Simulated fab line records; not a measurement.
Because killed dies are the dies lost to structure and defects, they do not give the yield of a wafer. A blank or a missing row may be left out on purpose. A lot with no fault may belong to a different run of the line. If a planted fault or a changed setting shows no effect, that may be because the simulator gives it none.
The same fault as seen by 2 desks || flow berkeley_cmos170 || what lay behind the numbers comes last; until then each desk has only its own

== TOOL OWNER'S DESK, implanter-01 ==
UCB170_PWELL_IMPLANT_15, tool's own readings: per-lot mean of the sampled wafers with a number, covering each lot this tool ran. A lot is out of limits, marked OUT, if its mean lies more than 4 standard deviations from the usual mean; the brackets give that distance.
Columns: A = beam_energy_keV at UCB170_PWELL_IMPLANT_15, usual 60.009; B = dose_ions_cm2 at UCB170_PWELL_IMPLANT_15, usual 5.001e+12; C = faraday_current_uA at UCB170_PWELL_IMPLANT_15, usual 15.9
{"lot": "L458", "first seen here": "day 4 04:14", "A": 59.999, "B": 4.998e+12, "C": 15.5}
{"lot": "L460", "first seen here": "day 4 14:48", "A": 60.010, "B": 5.011e+12, "C": 15.9}
{"lot": "L462", "first seen here": "day 5 01:19", "A": 60.015, "B": 5.000e+12, "C": 15.7}
{"lot": "L471", "first seen here": "day 6 20:51", "A": 59.991, "B": "4.494e+12 (-90) OUT", "C": "14.1 (-5.5) OUT"}
{"lot": "L473", "first seen here": "day 7 06:50", "A": 59.992, "B": "4.500e+12 (-89) OUT", "C": "14.2 (-5.1) OUT"}
This desk's verdict: out of limits on L471, L473, starting with L471 at day 6 20:51 (dose_ions_cm2 at UCB170_PWELL_IMPLANT_15). L458, L460, L462: within limits.

== METROLOGY DESK ==
Means of the sampled wafers that have a number, per lot and without regard to the tool the lot ran on: this is what the gauges read. A lot is out of limits, marked OUT, if its mean lies more than 4 standard deviations from the usual mean; the brackets give that distance.
Columns: A = PWELL_TW at UCB170_PWELL_TW_MEAS_17, usual 379.7
{"lot": "L454", "first seen here": "day 3 14:33", "A": 379.6}
{"lot": "L456", "first seen here": "day 3 17:33", "A": 375.4}
{"lot": "L457", "first seen here": "day 3 22:57", "A": 379.5}
{"lot": "L458", "first seen here": "day 4 04:29", "A": 380.4}
{"lot": "L459", "first seen here": "day 4 08:24", "A": 379.2}
{"lot": "L460", "first seen here": "day 4 15:03", "A": 381.1}
{"lot": "L461", "first seen here": "day 4 15:18", "A": 380.8}
{"lot": "L462", "first seen here": "day 5 01:34", "A": 379.7}
{"lot": "L463", "first seen here": "day 5 01:52", "A": 379.8}
{"lot": "L471", "first seen here": "day 6 21:06", "A": "368.8 (-4.8) OUT"}
{"lot": "L472", "first seen here": "day 7 06:50", "A": 378.4}
{"lot": "L473", "first seen here": "day 7 07:05", "A": "368.1 (-5.0) OUT"}
{"lot": "L475", "first seen here": "day 7 14:15", "A": 379.7}
{"lot": "L476", "first seen here": "day 8 00:55", "A": 380.3}
This desk finds L471, L473 out of limits, with the earliest case on L471 at day 6 21:06 (PWELL_TW at UCB170_PWELL_TW_MEAS_17). L454, L456, L457, L458, L459, L460, L461, L462, L463, L472, L475, L476: within limits.

== TAKEN TOGETHER ==
The tool owner's desk could have raised an alarm at day 6 20:51, on L471, L473.
Metrology desk: alarm possible at day 6 21:06 on L471, L473.
Every lot named ran UCB170_PWELL_IMPLANT_15 on implanter-01.

== WHAT THE SIMULATOR HAD INSERTED ==
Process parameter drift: implanter-01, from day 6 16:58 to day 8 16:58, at UCB170_PWELL_IMPLANT_15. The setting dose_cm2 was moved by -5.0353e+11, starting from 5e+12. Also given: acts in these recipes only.
Struck lots among those shown: L471, L473.
Time in hours from fault onset to the first out-of-limits reading at each desk: tool owner's desk 4, metrology desk 4.
